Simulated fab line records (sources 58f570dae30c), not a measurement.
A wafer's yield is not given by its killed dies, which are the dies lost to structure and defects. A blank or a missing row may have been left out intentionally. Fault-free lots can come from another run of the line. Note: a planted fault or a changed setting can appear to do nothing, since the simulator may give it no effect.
Struck lot and sound lot, side by side -- flow berkeley cmos170 -- 14 out of 331 route steps
Sound: the wafers L761.1, L761.3, L761.6. The struck wafers were L759.1, L759.2, L759.5. The cause comes at the end.
Order at every step that has rows: each side's tool, ch and its chambers, its first start. Under that, the readings that differ: sound wafers -- struck wafers -- difference of the means -- sigmas: that difference in standard deviations of wafers without a fault.
alike: readings with means less than 2 such deviations apart, plus words and numbers identical on both sides. not compared: withheld readings, readings lacking a value on some wafer, bounds such as >300 that could conceal the same value, and numbers that have no deviation in the record and whose values overlap.
Wherever a step has rows on one side only, a row that says differs or no value, or a row with sigmas, the two part there. Numbers that don't overlap but have no deviation are shown without sigmas and don't part them. Lack of a reading on every wafer of one side parts them only where that side has two or more wafers.

first, 2 steps without rows for these wafers: UCB170_CONTACT_CLEAN_00 (cleans in SPM, time 600 s); UCB170_CONTACT_CVD_01 (deposits PSG from SiH4/O2/PH3, target thk 700 nm, time 2820 s).
UCB170_CONTACT_THK_MEAS_02:
  sound on film metro-02, day 11 06:10; struck on film metro-03, day 11 04:22
reading,sound,struck,difference,sigmas
CONTACT_PSG_THK (nm),687 687 685,710 704 708,+21,+3
then, 3 steps without rows for these wafers: UCB170_CONTACT_HMDS_03 (prime time 60 s); UCB170_CONTACT_COAT_04 (resist thk 900 nm); UCB170_CONTACT_SOFTBAKE_05 (time 60 s).
UCB170_CONTACT_STRIP_06: strips in O2.
  sound on plasma asher-02 ch 0,1, day 11 06:53; struck on plasma asher-02 ch 0,1, day 11 05:21
reading,sound,struck,difference,sigmas
strip time to endpoint s (s),21.88 21.85 21.93,22.05 21.99 22.06,+0.15,+3
  alike: chamber pressure mTorr, drypump motor current A, o2 flow sccm, oes product au
  not compared: rf hours counter h
then, 1 step without rows for these wafers: UCB170_CONTACT_CLEAN_07 (cleans in SPM, time 600 s).
UCB170_CONTACT_RTA_08: time 10 s.
  sound on rtp anneal-02 ch 0, day 11 09:41; struck on rtp anneal-02 ch 0, day 11 05:37
  alike: chamber o2 ppm, lamp power pct, wafer_temp_C_max
then, 3 steps without rows for these wafers: UCB170_CONTACT_COAT_09; UCB170_CONTACT_COAT_10 (resist thk 900 nm); UCB170_CONTACT_SOFTBAKE_11 (time 60 s).
UCB170_CONTACT_EXPOSE_12: exposes mask CONT, target cd 700 nm.
  sound on krf scanner-02 ch 0, day 11 10:35; struck on krf scanner-02, day 11 06:33
  no value came back on the struck wafers for exposure dose mJ cm2, focus offset nm (nm); on the sound wafers exposure dose mJ cm2 reads 34.95 34.98 34.97
  alike: mask
next, for these wafers, 1 step has no rows: UCB170_CONTACT_PEB_13.

WHERE THEY PART
At UCB170_CONTACT_THK_MEAS_02 first; at UCB170_CONTACT_EXPOSE_12 last (within this record only).

WHY: the cause the simulator had injected
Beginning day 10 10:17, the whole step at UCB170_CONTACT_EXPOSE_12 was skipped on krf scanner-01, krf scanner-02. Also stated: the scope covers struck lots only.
